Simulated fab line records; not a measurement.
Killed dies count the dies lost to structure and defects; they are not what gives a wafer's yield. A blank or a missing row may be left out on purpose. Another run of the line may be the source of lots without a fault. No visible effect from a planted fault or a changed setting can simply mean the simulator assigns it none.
Comparing a struck lot with a sound one ; flow rit cmos ; 43 steps out of a route of 202
Sound: the wafers L268.1, L268.3, L268.4. Struck: wafer L271.3 (left out: L271.1, L271.4 of the same lot, which were not struck); the cause appears at the end.
Per side, at each step with rows, come the tool, then ch with its chambers, and then its first start. Under that, the readings that differ: sound wafers ; struck wafers ; difference of the means ; sigmas: that difference in standard deviations of wafers without a fault.
alike: a reading whose means differ by less than 2 such deviations, as well as words and numbers matching on both sides. not compared: withheld readings; readings where some wafer has no value; bounds like >300 that might hide an equal value; numbers whose values overlap and for which the record gives no deviation.
Wherever a step has rows on one side only, a row that says differs or no value, or a row with sigmas, the two part there. Numbers that have no deviation but don't overlap get no sigmas and don't part them. A reading that every wafer of one side lacks parts them only if that side has two wafers or more.

RIT_ACTIVE_THK_MEAS_02:
  sound on film metro-03, day 2 13:37; struck on film metro-01, day 3 04:03
  alike: ACTIVE_OXIDE_THK
then, 1 step without rows for these wafers: RIT_ACTIVE_CVD_03 (deposits Si3N4 from SiH2Cl2/NH3, target thk 150 nm, time 1500 s).
RIT_ACTIVE_THK_MEAS_04:
  sound on film metro-03, day 2 15:05; struck on film metro-01, day 3 05:32
reading;sound;struck;difference;sigmas
ACTIVE_NITRIDE_THK (nm);147.5 147.3 148.7;151.4;+3.6;+3
then, 6 steps without rows for these wafers: RIT_ACTIVE_HMDS_05 (prime time 60 s); RIT_ACTIVE_COAT_06 (resist thk 1000 nm); RIT_ACTIVE_SOFTBAKE_07 (time 60 s); RIT_ACTIVE_EXPOSE_08 (exposes mask M1, target cd 1400 nm); RIT_ACTIVE_PEB_09; RIT_ACTIVE_DEVELOP_10 (develop time 50 s).
RIT_ACTIVE_CD_MEAS_11: target cd 1400 nm.
  sound on cd sem-01, day 2 16:00; struck on cd sem-02, day 3 06:34
  alike: cd nm
then, 1 step without rows for these wafers: RIT_ACTIVE_HARDBAKE_12 (time 60 s).
RIT_ACTIVE_ETCH_13: etches Si3N4 in SF6, stops on SiO2, time 210 s, target depth 210 nm.
  sound on rie diel-02 ch 0,2,3, day 2 16:16; struck on rie diel-02 ch 0, day 3 06:50
  alike: drypump motor current A, oes product au, throttle valve pct
  not compared: rf hours counter h
RIT_ACTIVE_STRIP_14: strips in O2, time 180 s.
  sound on plasma asher-04 ch 0,1, day 2 16:24; struck on plasma asher-03 ch 0, day 3 06:58
reading;sound;struck;difference;sigmas
drypump motor current A (A);6.2 5.5 6.2;4.7;-1.3;-2
  not compared: rf hours counter h
RIT_ACTIVE_CD_MEAS_90: target cd 1400 nm.
  sound on cd sem-01, day 2 16:35; struck on cd sem-02, day 3 07:08
  alike: cd nm
then, 4 steps without rows for these wafers: RIT_ACTIVE_CLEAN_15 (cleans in SC1, time 600 s); RIT_ACTIVE_CLEAN_16 (cleans in dHF, time 30 s); RIT_ACTIVE_CLEAN_17 (cleans in SC2, time 600 s); RIT_FOX1_OXIDATION_00 (target thk 350.7 nm, ox time 1130 s).
RIT_FOX1_THK_MEAS_01:
  sound on film metro-01, day 2 18:23; struck on film metro-01, day 3 08:56
  alike: FOX1_OXIDE_THK
then, 2 steps without rows for these wafers: RIT_FOX1_WET_ETCH_02 (etches SiO2 in BOE, target depth 350 nm, time 390 s); RIT_FOX2_OXIDATION_00 (target thk 350.7 nm, ox time 1181 s).
RIT_FOX2_THK_MEAS_01:
  sound on film metro-01, day 2 20:40; struck on film metro-04, day 3 10:26
reading;sound;struck;difference;sigmas
FOX2_OXIDE_THK (nm);368 369 367;344;-24;-3
then, 2 steps without rows for these wafers: RIT_FOX2_CLEAN_02 (cleans in dHF, time 180 s); RIT_FOX2_WET_ETCH_03 (etches Si3N4 in H3PO4, target depth 195 nm, time 2700 s).
RIT_FOX2_THK_MEAS_90:
  sound on film metro-01, day 2 21:32; struck on film metro-04, day 3 11:19
reading;sound;struck;difference;sigmas
FIELD_OXIDE_LEFT_1_THK (nm);341 342 340;317;-24;-3
then, 6 steps without rows for these wafers: RIT_NWELL_HMDS_00 (prime time 60 s); RIT_NWELL_COAT_01 (resist thk 1300 nm); RIT_NWELL_SOFTBAKE_02 (time 60 s); RIT_NWELL_EXPOSE_03 (exposes mask M2, target cd 43900 nm); RIT_NWELL_PEB_04; RIT_NWELL_DEVELOP_05 (develop time 68 s).
RIT_NWELL_OVL_MEAS_06:
  sound on overlay-02, day 2 22:31; struck on overlay-02, day 3 12:15
  alike: NWELL_OVL
then, 2 steps without rows for these wafers: RIT_NWELL_HARDBAKE_07 (time 120 s); RIT_NWELL_IMPLANT_08.
RIT_NWELL_STRIP_09: strips in O2, time 180 s.
  sound on plasma asher-02 ch 0,1, day 2 22:57; struck on plasma asher-02 ch 1, day 3 12:41
  alike: drypump motor current A
  not compared: rf hours counter h
RIT_NWELL_TW_MEAS_10:
  sound on film metro-02, day 2 23:08; struck on film metro-04, day 3 12:52
  alike: NWELL_TW
then, 6 steps without rows for these wafers: RIT_PWELL_HMDS_00 (prime time 60 s); RIT_PWELL_COAT_01 (resist thk 1308 nm); RIT_PWELL_SOFTBAKE_02 (time 60 s); RIT_PWELL_EXPOSE_03 (exposes mask M3, target cd 43700 nm); RIT_PWELL_PEB_04; RIT_PWELL_DEVELOP_05 (develop time 68 s).
RIT_M1_PROBE_99:
  sound on prober-02, day 4 11:40; struck on prober-01, day 5 00:57
reading;sound;struck;difference;sigmas
killed at front end;7 8 7;41;+34;+11
killed dies;7 8 7;41;+34;+11
killed on rim;1 3 1;5;+3;+3
  alike: killed_at_M0_to_M3, killed open, killed short

== WHERE THEY PART ==
At RIT_ACTIVE_THK_MEAS_04 first; at RIT_M1_PROBE_99 last (within this record only).

WHY: the cause the simulator had injected
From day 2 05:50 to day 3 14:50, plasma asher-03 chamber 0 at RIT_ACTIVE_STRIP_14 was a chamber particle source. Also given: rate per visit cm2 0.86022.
